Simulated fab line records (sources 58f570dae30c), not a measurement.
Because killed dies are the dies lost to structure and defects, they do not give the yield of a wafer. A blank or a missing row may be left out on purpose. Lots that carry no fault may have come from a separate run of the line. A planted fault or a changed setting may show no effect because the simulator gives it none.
Comparing a struck lot with a sound one + flow berkeleyCmos170 + 15 out of 331 route steps
Sound: wafers L405.2, L405.3, L405.4. Struck: wafers L416.1, L416.4, L416.5. Last of all comes the cause.
Per side, at each step with rows, come the tool, then ch with its chambers, and then its first start. Under that, the readings that differ: sound wafers + struck wafers + difference of the means + sigmas: that difference in standard deviations of wafers without a fault.
alike: readings with means less than 2 such deviations apart, plus words and numbers identical on both sides. not compared: withheld readings, readings lacking a value on some wafer, bounds such as >300 that could conceal the same value, and numbers that have no deviation in the record and whose values overlap.
A row with sigmas, a row that says differs or no value, or rows on one side alone: a step with any of these is where the two part. Non-overlapping numbers with no deviation appear without sigmas and do not part them. A reading missing from all wafers of one side parts the sides only when that side holds two or more wafers.

first, 3 steps without rows for these wafers: UCB170_PVT_EXPOSE_03 (exposes mask NWELL, target cd 3000 nm); UCB170_PVT_PEB_04; UCB170_PVT_DEVELOP_05 (develop time 45 s).
UCB170_PVT_OVL_MEAS_06:
  sound on overlay-01, day 6 07:13; struck on overlay-01, day 8 21:06
  alike: PVT_OVL
after that, 1 step had no rows for these wafers: UCB170_PVT_IMPLANT_07.
UCB170_PVT_STRIP_08: strips in O2.
  sound on plasmaAsher-04 ch 0,1, day 6 07:23; struck on plasmaAsher-02 ch 0, day 8 21:17
  alike: drypumpMotorCurrentA, oesProductAu, stripTimeToEndpointS
  not compared: rfHoursCounterH
UCB170_PVT_TW_MEAS_09:
  sound on filmMetro-04, day 6 07:30; struck on filmMetro-02, day 8 21:23
  alike: PVT_TW
then, 1 step without rows for these wafers: UCB170_GATE_WET_ETCH_00 (etches SiO2 in dHF, time 200 s).
UCB170_FIELD_THK_MEAS_91:
  sound on filmMetro-04, day 6 07:47; struck on filmMetro-03, day 8 21:31
  alike: FIELD_OXIDE_LEFT_2_THK
then, 1 step without rows for these wafers: UCB170_GATE_OXIDATION_01 (target thk 6.6 nm, ox time 1800 s).
UCB170_GATE_THK_MEAS_02:
  sound on filmMetro-02, day 6 09:51; struck on filmMetro-04, day 9 04:40
  alike: GATE_OXIDE_THK
then, 1 step without rows for these wafers: UCB170_GATE_ANNEAL_03 (time 1800 s).
UCB170_GATE_CVD_04: deposits poly-Si from SiH4, time 1440 s, target thk 214 nm.
  sound on lpcvd-01 ch 1, day 6 18:13; struck on lpcvd-01 ch 1, day 9 16:22
UCB170_GATE_THK_MEAS_05:
  sound on filmMetro-02, day 6 19:38; struck on filmMetro-01, day 9 18:04
| reading            | sound             | struck            | difference | sigmas      |
|--------------------|-------------------|-------------------|------------|-------------|
| GATE_POLY_THK (nm) | 212.4 213.5 214.0 | 428.4 431.8 430.8 | +217.0     | +99 or more |
UCB170_M3_PROBE_99:
  the record holds rows for the sound wafers here (prober-01, day 8 15:39) but none for the struck ones

WHERE THEY PART
First at UCB170_GATE_THK_MEAS_05; last, within this record, at UCB170_M3_PROBE_99.

WHY: what had been put in by the simulator
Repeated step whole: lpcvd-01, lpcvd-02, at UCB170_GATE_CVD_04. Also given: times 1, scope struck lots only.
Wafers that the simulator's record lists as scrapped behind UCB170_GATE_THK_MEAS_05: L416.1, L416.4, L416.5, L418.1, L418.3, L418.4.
